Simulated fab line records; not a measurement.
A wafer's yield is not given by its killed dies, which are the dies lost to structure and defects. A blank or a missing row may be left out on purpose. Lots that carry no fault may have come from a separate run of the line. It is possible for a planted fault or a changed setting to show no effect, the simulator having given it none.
Which of the tools did it? -- flow berkeleyCmos170 -- Sampling: 7 lots, 21 wafers, 3 of 331 route steps

WHAT EACH GAUGE READ, for each wafer
UCB170_PLDD_TW_MEAS_11.
lot,measured,on,PLDD_TW
L761,day 7 09:34,filmMetro-04,1016 1023 1013
L765,day 8 00:28,filmMetro-03,1010 1010 1015
L767,day 8 09:00,filmMetro-01,1011 1019 1020
L771,day 8 18:58,filmMetro-04,1015 1017 1020
L769,day 8 20:09,filmMetro-04,1019 1013 1018
L778,day 11 06:56,filmMetro-03,954 950 953
L781,day 12 00:06,filmMetro-03,1013 1014 1005

WHICH TOOL RAN EACH LOT (tool, then ch and the chambers of the sampled wafers, then the start)
lot,UCB170_PLDD_IMPLANT_09,UCB170_PLDD_STRIP_10
L761,"implanter-02 ch 0, day 7 09:19","plasmaAsher-04 ch 0,1, day 7 09:28"
L765,"implanter-02 ch 0, day 8 00:14","plasmaAsher-04 ch 0,1, day 8 00:23"
L767,"implanter-03 ch 0, day 8 08:45","plasmaAsher-03 ch 0,1, day 8 08:54"
L771,"implanter-04 ch 0, day 8 18:43","plasmaAsher-03 ch 0, day 8 18:52"
L769,"implanter-04 ch 0, day 8 19:54","plasmaAsher-04 ch 0,1, day 8 20:03"
L778,"implanter-02 ch 0, day 11 06:41","plasmaAsher-04 ch 0,1, day 11 06:49"
L781,"implanter-04 ch 0, day 11 23:51","plasmaAsher-04 ch 0,1, day 12 00:00"
- UCB170_PLDD_IMPLANT_09
- UCB170_PLDD_STRIP_10: strips in O2.

THE ANSWER, worked out from the rows above alone
Rule: usual is defined by the lots themselves. The widest of any qualifying gaps counts: lots, ordered by their means at a reading, are off when they make up no more than a third of the lots, leave a main group of 4 or more, and stand apart from it by 3 or more times the standard deviation of that group's means. If all means in a main group match to the digits the tables above print for the reading, that group is not used. Also off: a lot with no number at a reading for which 4 or more lots have one. All remaining lots with rows at the step are treated as sound.
Off: L778, at UCB170_PLDD_TW_MEAS_11 (PLDD_TW). The main group: mean 1015, standard deviation 2.8.
A tool fits if, at a process step before that reading, it ran every lot that is off, and no sound lot after the first of them. Gauges at UCB170_PLDD_TW_MEAS_11: tried the same way as those tools. One fits: UCB170_PLDD_IMPLANT_09 on implanter-02. A fault onset in the window from L765 (day 8 00:14, its last sound lot) to L778 (day 11 06:41, its first lot off) fits.

WHAT WAS PUT IN BY THE SIMULATOR
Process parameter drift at UCB170_PLDD_IMPLANT_09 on implanter-02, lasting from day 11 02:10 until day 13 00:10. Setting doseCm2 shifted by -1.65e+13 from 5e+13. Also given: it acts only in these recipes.
Lots struck among those shown: L778. The rule above found the same.
